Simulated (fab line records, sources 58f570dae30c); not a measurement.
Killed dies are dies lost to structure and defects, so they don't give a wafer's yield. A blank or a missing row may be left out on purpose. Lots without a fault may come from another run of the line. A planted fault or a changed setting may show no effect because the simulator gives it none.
Which tool did it? | flow berkeley_cmos170 | 14 lots, 42 wafers sampled, at 4 steps of a route of 331

WHAT THE GAUGES READ, wafer by wafer
UCB170_PLDD_CD_MEAS_06: target cd 1200 nm. Usual: cd_nm 1200.2 nm, standard deviation 1.2.
lot  | measured     | on        | cd_nm (nm)           | flag
L643 | day 7 11:34  | cd_sem-01 | 1202.1 1201.3 1200.7 |
L644 | day 7 11:19  | cd_sem-01 | 1200.2 1200.9 1199.4 |
L645 | day 7 11:53  | cd_sem-02 | 1200.6 1202.3 1202.6 |
L646 | day 8 10:38  | cd_sem-02 | 1200.1 1200.8 1200.8 |
L655 | day 9 05:28  | cd_sem-02 | 1199.7 1198.7 1198.4 |
L656 | day 10 08:32 | cd_sem-02 | 1200.4 1200.1 1202.1 |
L658 | day 10 08:28 | cd_sem-01 | 1200.1 1199.4 1198.1 |
L659 | day 11 02:37 | cd_sem-01 | 1199.7 1198.8 1200.6 |
L661 | day 11 22:43 | cd_sem-01 | 1198.4 1198.0 1197.8 |
L663 | day 11 22:26 | cd_sem-01 | 1199.6 1198.3 1198.8 |
L665 | day 12 21:43 | cd_sem-01 | 1201.6 1198.7 1199.7 |
L666 | day 12 21:20 | cd_sem-01 | 1200.8 1199.3 1200.8 |

WHICH TOOL RAN EACH LOT (tool, then ch and the chambers of the sampled wafers, then the start)
lot  | UCB170_NWELL_CVD_04        | UCB170_PVT_STRIP_08                  | UCB170_GATE_ETCH_14
L643 | lpcvd-01 ch 1, day 2 11:53 | plasma_asher-03 ch 0,1, day 6 22:32  | rie_diel-02 ch 1,2,3, day 7 09:58
L644 | lpcvd-02 ch 1, day 2 17:14 | plasma_asher-03 ch 0,1, day 6 21:55  | rie_diel-03 ch 2,3, day 7 09:44
L645 | lpcvd-02 ch 1, day 3 03:14 | plasma_asher-01 ch 0,1, day 6 22:15  | rie_diel-03 ch 0,1, day 7 10:13
L646 | lpcvd-02 ch 0, day 3 10:09 | plasma_asher-03 ch 0,1, day 7 17:18  | rie_diel-02 ch 0,2, day 8 08:58
L651 | lpcvd-02 ch 1, day 4 07:54 | -                                    | -
L652 | lpcvd-02 ch 1, day 4 07:54 | -                                    | -
L655 | lpcvd-01 ch 1, day 4 17:44 | plasma_asher-03 ch 0,1, day 8 14:40  | rie_diel-02 ch 0,2,3, day 9 03:30
L656 | lpcvd-02 ch 1, day 5 01:37 | plasma_asher-03 ch 0,1, day 9 05:20  | rie_diel-03 ch 1,2,3, day 10 03:52
L658 | lpcvd-02 ch 0, day 5 01:37 | plasma_asher-03 ch 0,1, day 9 04:31  | rie_diel-01 ch 0,1,3, day 10 03:25
L659 | lpcvd-01 ch 1, day 5 21:20 | plasma_asher-02 ch 0,1, day 10 09:05 | rie_diel-03 ch 0,1, day 11 00:25
L661 | lpcvd-02 ch 1, day 6 03:11 | plasma_asher-03 ch 0,1, day 11 03:06 | rie_diel-03 ch 1,3, day 11 21:18
L663 | lpcvd-02 ch 1, day 6 09:40 | plasma_asher-02 ch 0, day 11 02:53   | rie_diel-01 ch 0,1, day 11 21:04
L665 | lpcvd-02 ch 0, day 7 01:35 | plasma_asher-03 ch 0,1, day 11 18:21 | rie_diel-01 ch 1,2,3, day 12 20:16
L666 | lpcvd-02 ch 0, day 7 01:35 | plasma_asher-01 ch 0,1, day 11 18:05 | rie_diel-02 ch 1,2,3, day 12 19:59
- UCB170_NWELL_CVD_04: deposits Si3N4 from SiH2Cl2/NH3, target thk 224 nm, time 3360 s.
- UCB170_PVT_STRIP_08: strips in O2.
- UCB170_GATE_ETCH_14: etches BARC in N2/H2.

WHAT THE TOOLS THEMSELVES READ (means of the sampled wafers that have a number; where no wafer has one, the mark that the record gives instead)
UCB170_NWELL_CVD_04. Usual: nh3_flow_sccm 74.98 sccm, standard deviation 0.22; pressure_mtorr 200.0 mTorr, standard deviation 0.36.
lot  | tool     | nh3_flow_sccm (sccm) | pressure_mtorr (mTorr) | flag
L643 | lpcvd-01 | 75.12                | 199.5                  |
L644 | lpcvd-02 | 74.84                | 199.9                  |
L645 | lpcvd-02 | 75.50                | 199.9                  |
L646 | lpcvd-02 | 75.05                | 200.3                  |
L651 | lpcvd-02 | -                    | -                      | OFF
L652 | lpcvd-02 | -                    | -                      | OFF
L655 | lpcvd-01 | 75.17                | 200.2                  |
L656 | lpcvd-02 | 75.02                | 199.7                  |
L658 | lpcvd-02 | 74.86                | 200.1                  |
L659 | lpcvd-01 | 74.86                | 199.8                  |
L661 | lpcvd-02 | 74.93                | 200.1                  |
L663 | lpcvd-02 | 75.05                | 200.5                  |
L665 | lpcvd-02 | 74.71                | 199.8                  |
L666 | lpcvd-02 | 75.17                | 199.5                  |

UCB170_PVT_STRIP_08. Usual: drypump_motor_current_A 5.8 A, standard deviation 0.48; oes_product_au 0.734 a.u., standard deviation 0.0049; strip_time_to_endpoint_s 21.59 s, standard deviation 0.062.
lot  | tool            | drypump_motor_current_A (A) | oes_product_au (a.u.) | strip_time_to_endpoint_s (s) | flag
L643 | plasma_asher-03 | 5.5                         | 0.732                 | 21.56                        |
L644 | plasma_asher-03 | 5.5                         | 0.735                 | 21.53                        |
L645 | plasma_asher-01 | 6.3                         | 0.735                 | 21.57                        |
L646 | plasma_asher-03 | 5.5                         | 0.731                 | 21.58                        |
L655 | plasma_asher-03 | 5.2                         | 0.737                 | 21.50                        |
L656 | plasma_asher-03 | 5.5                         | 0.735                 | 21.56                        |
L658 | plasma_asher-03 | 5.5                         | 0.736                 | 21.67                        |
L659 | plasma_asher-02 | 6.1                         | 0.739                 | 21.56                        |
L661 | plasma_asher-03 | 5.5                         | 0.736                 | 21.68                        |
L663 | plasma_asher-02 | 6.3                         | 0.729                 | 21.58                        |
L665 | plasma_asher-03 | 5.2                         | 0.730                 | 21.63                        |
L666 | plasma_asher-01 | 6.3                         | 0.735                 | 21.62                        |

UCB170_GATE_ETCH_14. Usual: drypump_motor_current_A 5.8 A, standard deviation 0.61; oes_product_au 0.995 a.u., standard deviation 0.026; throttle_valve_pct 13.29 %, standard deviation 0.16.
lot  | tool        | drypump_motor_current_A (A) | oes_product_au (a.u.) | throttle_valve_pct (%) | flag
L643 | rie_diel-02 | 5.4                         | 1.007                 | 13.38                  |
L644 | rie_diel-03 | 6.4                         | 0.989                 | 13.37                  |
L645 | rie_diel-03 | 5.4                         | 0.982                 | 13.30                  |
L646 | rie_diel-02 | 5.4                         | 1.011                 | 13.34                  |
L655 | rie_diel-02 | 5.5                         | 1.003                 | 13.22                  |
L656 | rie_diel-03 | 5.9                         | 0.988                 | 13.38                  |
L658 | rie_diel-01 | 6.2                         | 0.981                 | 13.22                  |
L659 | rie_diel-03 | 5.8                         | 0.997                 | 13.23                  |
L661 | rie_diel-03 | 5.7                         | 0.967                 | 13.34                  |
L663 | rie_diel-01 | 5.7                         | 0.976                 | 13.20                  |
L665 | rie_diel-01 | 6.1                         | 1.004                 | 13.31                  |
L666 | rie_diel-02 | 5.4                         | 1.003                 | 13.38                  |

THE ANSWER, worked out from the rows above alone
Rule: a lot is off if the mean of its wafers that have a number lies more than 3 standard deviations from the usual mean. A lot without any number at a reading at which 4 lots or more have one is off too. The other lots that the step has rows for count as sound. The gauges are gone through in route order, then the tools' own readings, and for those a lot's mean is taken as printed above. The first step at which some lot is off is used, and at that step the reading that is off furthest; a lot without a number counts as furthest.
Off: L651, L652, at UCB170_NWELL_CVD_04 (nh3_flow_sccm). Without a number there: L651, L652.
A tool fits if, at that step or a process step before it, it ran every lot that is off, and no sound lot after the first of them. None of those tried fits.

WHAT THE SIMULATOR HAD PUT IN
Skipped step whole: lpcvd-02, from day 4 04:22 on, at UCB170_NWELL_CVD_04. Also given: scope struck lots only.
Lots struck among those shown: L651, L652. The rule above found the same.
